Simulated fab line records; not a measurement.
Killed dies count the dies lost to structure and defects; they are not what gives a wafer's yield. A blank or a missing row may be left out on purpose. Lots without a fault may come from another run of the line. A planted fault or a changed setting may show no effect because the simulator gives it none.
Which tool was responsible? || flow berkeley-cmos170 || 7 lots, 21 wafers sampled, at 3 steps of a route of 331

## WHAT EACH GAUGE READ, for each wafer
UCB170_M2_CD_MEAS_90 targets a cd of 700 nm.
{"lot": "L584", "measured": "day 7 20:31", "on": "cd-sem-01", "cd-nm (nm)": "706 704 699"}
{"lot": "L590", "measured": "day 8 19:43", "on": "cd-sem-01", "cd-nm (nm)": "689 699 699"}
{"lot": "L594", "measured": "day 9 13:10", "on": "cd-sem-01", "cd-nm (nm)": "699 701 702"}
{"lot": "L598", "measured": "day 10 14:31", "on": "cd-sem-01", "cd-nm (nm)": "699 696 691"}
{"lot": "L603", "measured": "day 10 22:52", "on": "cd-sem-01", "cd-nm (nm)": "698 701 701"}
{"lot": "L605", "measured": "day 11 19:05", "on": "cd-sem-01", "cd-nm (nm)": "697 697 699"}
{"lot": "L607", "measured": "day 12 07:19", "on": "cd-sem-02", "cd-nm (nm)": "705 698 696"}

## EACH LOT AND THE TOOL THAT RAN IT (in order: tool; ch and the chambers of the sampled wafers; start)
{"lot": "L584", "UCB170_CONTACT_STRIP_19": "plasma-asher-01 ch 0,1, day 7 08:08", "UCB170_M2_SPUTTER_01": "pvd-sputter-04, day 7 17:00"}
{"lot": "L590", "UCB170_CONTACT_STRIP_19": "plasma-asher-02 ch 0,1, day 8 07:17", "UCB170_M2_SPUTTER_01": "pvd-sputter-04, day 8 17:09"}
{"lot": "L594", "UCB170_CONTACT_STRIP_19": "plasma-asher-02 ch 0,1, day 8 23:48", "UCB170_M2_SPUTTER_01": "pvd-sputter-04, day 9 10:49"}
{"lot": "L598", "UCB170_CONTACT_STRIP_19": "plasma-asher-03 ch 0,1, day 10 03:15", "UCB170_M2_SPUTTER_01": "pvd-sputter-01, day 10 11:34"}
{"lot": "L603", "UCB170_CONTACT_STRIP_19": "plasma-asher-03 ch 0,1, day 10 07:15", "UCB170_M2_SPUTTER_01": "pvd-sputter-01, day 10 19:30"}
{"lot": "L605", "UCB170_CONTACT_STRIP_19": "plasma-asher-01 ch 0,1, day 11 06:01", "UCB170_M2_SPUTTER_01": "pvd-sputter-01, day 11 16:29"}
{"lot": "L607", "UCB170_CONTACT_STRIP_19": "plasma-asher-03 ch 0,1, day 11 19:46", "UCB170_M2_SPUTTER_01": "pvd-sputter-01, day 12 03:54"}
- UCB170_CONTACT_STRIP_19: strips in O2.
- UCB170_M2_SPUTTER_01: material Al, target thk 900 nm, time 120 s.

## THE ANSWER, worked out from the rows above alone
Rule: the lots themselves supply what counts as usual. The widest of any qualifying gaps counts: lots, ordered by their means at a reading, are off when they make up no more than a third of the lots, leave a main group of 4 or more, and stand apart from it by 3 or more times the standard deviation of that group's means. The tables above print the reading to a certain number of digits; a main group whose means all agree to those digits is not used. A lot without any number at a reading at which 4 lots or more have one is off too. Any other lot the step has rows for is counted as sound.
No lot is off at any reading shown: from this, nothing can be told.

## WHAT THE SIMULATOR HAD PUT IN
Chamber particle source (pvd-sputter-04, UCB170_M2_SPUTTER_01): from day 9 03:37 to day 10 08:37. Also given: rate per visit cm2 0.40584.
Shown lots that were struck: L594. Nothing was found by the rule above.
